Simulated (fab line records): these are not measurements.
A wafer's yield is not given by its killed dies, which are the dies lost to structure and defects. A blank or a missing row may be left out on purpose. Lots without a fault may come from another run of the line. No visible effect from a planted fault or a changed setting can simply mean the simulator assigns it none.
Comparing a struck lot with a sound one / flow rit-cmos / 17 out of 202 route steps
Sound: wafers L231.1, L231.4, L231.6. Struck: wafers L239.1, L239.5, L239.6. The cause is given at the end.
Order at every step that has rows: each side's tool, ch and its chambers, its first start. Under that, the readings that differ: sound wafers / struck wafers / difference of the means / sigmas: that difference in standard deviations of wafers without a fault.
alike: a reading whose means differ by less than 2 such deviations, as well as words and numbers matching on both sides. not compared: withheld readings; readings where some wafer has no value; bounds like >300 that might hide an equal value; numbers whose values overlap and for which the record gives no deviation.
A row with sigmas, a row that says differs or no value, or rows on one side alone: a step with any of these is where the two part. Numbers that don't overlap but have no deviation are shown without sigmas and don't part them. A reading missing from all wafers of one side parts the sides only when that side holds two or more wafers.

first, 1 step without rows for these wafers: RIT_PSD_IMPLANT_08.
RIT_PSD_STRIP_09: strips in O2, time 180 s.
  sound on plasma-asher-04 ch 1, day 4 03:01; struck on plasma-asher-02 ch 0,1, day 5 19:45
  alike: drypump-motor-current-A
  not compared: rf-hours-counter-h
RIT_PSD_TW_MEAS_10:
  sound on film-metro-04 at day 4 03:11; struck on film-metro-04 at day 5 19:56
  alike: PSD_TW
then, 3 steps without rows for these wafers: RIT_SDANNEAL_CLEAN_00 (cleans in SC1, time 600 s); RIT_SDANNEAL_CLEAN_01 (cleans in dHF, time 30 s); RIT_SDANNEAL_CLEAN_02 (cleans in SC2, time 600 s).
RIT_SDANNEAL_RTA_03: time 5 s.
  sound on rtp-anneal-01 ch 0, day 4 03:37; struck on rtp-anneal-01 ch 0, day 5 20:22
  alike: anneal-temp-c-max, wafer_temp_C_max
RIT_SDANNEAL_RS_MEAS_04: a four-point-probe measurement.
  sound on film-metro-02 at day 4 03:41; struck on film-metro-04 at day 5 20:25
  alike: PSD_RS
RIT_SDANNEAL_RS_MEAS_05: a four-point-probe measurement.
  sound on film-metro-02 at day 4 03:48; struck on film-metro-04 at day 5 20:32
  alike: NSD_RS
RIT_SDANNEAL_RS_MEAS_06: a four-point-probe measurement.
  sound on film-metro-02 at day 4 03:55; struck on film-metro-04 at day 5 20:39
  alike: PLDD_RS
RIT_SDANNEAL_RS_MEAS_07: a four-point-probe measurement.
  sound on film-metro-02 at day 4 04:02; struck on film-metro-04 at day 5 20:46
  alike: NLDD_RS
then, 1 step without rows for these wafers: RIT_SILICIDE_WET_ETCH_00 (etches SiO2 in BOE, target depth 14 nm, time 15 s).
RIT_SILICIDE_SPUTTER_01: material Ti, target thk 30 nm, time 240 s.
  sound on pvd-sputter-04 at day 4 04:10; struck on pvd-sputter-04 at day 5 20:55
reading=model.Ti_of_SILICIDE_SPUTTER_01.thk-nm (nm); sound=30.16 30.56 30.06; struck=27.78 27.77 27.62; difference=-2.54; sigmas=
  alike: chamber-pressure-pa, throttle-valve-pct
RIT_SILICIDE_RS_MEAS_02: a four-point-probe measurement.
  sound on film-metro-01 at day 4 04:19; struck on film-metro-04 at day 5 21:04
reading=SILICIDE_TI_RS (ohm/sq); sound=47.5 46.7 47.7; struck=52.8 52.7 53.1; difference=+5.6; sigmas=+11
RIT_SILICIDE_THK_MEAS_03: measures by xrf.
  sound on film-metro-01 at day 4 04:26; struck on film-metro-04 at day 5 21:11
reading=SILICIDE_TI_THK (nm); sound=30.34 30.58 30.04; struck=27.89 27.88 27.79; difference=-2.47; sigmas=-9
RIT_SILICIDE_RTA_04: time 10 s, ramp up 5 s, ramp down 5 s.
  sound on rtp-anneal-02 ch 0, day 4 04:30; struck on rtp-anneal-02 ch 0, day 5 21:14
  alike: anneal-temp-c-max, wafer_temp_C_max
RIT_M1_PROBE_99:
  sound on prober-02 at day 4 11:04; struck on prober-02 at day 6 03:49
reading=model.etest.npoly-line.line-ohm-um; sound=170.2 164.1 171.9; struck=172.6 173.6 175.1; difference=+5.0; sigmas=
reading=model.etest.ppoly-line.line-ohm-um; sound=163.3 157.9 162.7; struck=165.6 168.4 166.3; difference=+5.5; sigmas=
reading=model.etest.contact-nplus.end-ohm-um; sound=41.47 41.63 40.97; struck=39.09 39.09 38.35; difference=-2.51; sigmas=
reading=model.etest.contact-pplus.end-ohm-um; sound=42.54 42.67 43.07; struck=41.77 41.74 41.65; difference=-1.04; sigmas=
reading=model.etest.npoly-line.rs-ohm-sq; sound=17.03 16.78 16.85; struck=17.82 17.88 18; difference=+1.01; sigmas=
reading=model.etest.ppoly-line.rs-ohm-sq; sound=16.44 16.32 16.41; struck=17.47 17.54 17.5; difference=+1.11; sigmas=
reading=model.etest.npoly-sal.rs-ohm-sq; sound=4.373 4.284 4.348; struck=4.622 4.62 4.69; difference=+0.309; sigmas=
reading=model.etest.ppoly-sal.rs-ohm-sq; sound=4.31 4.23 4.325; struck=4.602 4.583 4.582; difference=+0.301; sigmas=
  alike: killed-at-contacts, killed-at-front-end, killed-dies, killed-open, killed-short

== WHERE THEY PART ==
Last at RIT_SILICIDE_THK_MEAS_03 as far as this record goes, first at RIT_SILICIDE_RS_MEAS_02. Later steps at which nothing parts them and some readings are alike: RIT_SILICIDE_RTA_04, RIT_M1_PROBE_99.

WHY: whatever the simulator had introduced
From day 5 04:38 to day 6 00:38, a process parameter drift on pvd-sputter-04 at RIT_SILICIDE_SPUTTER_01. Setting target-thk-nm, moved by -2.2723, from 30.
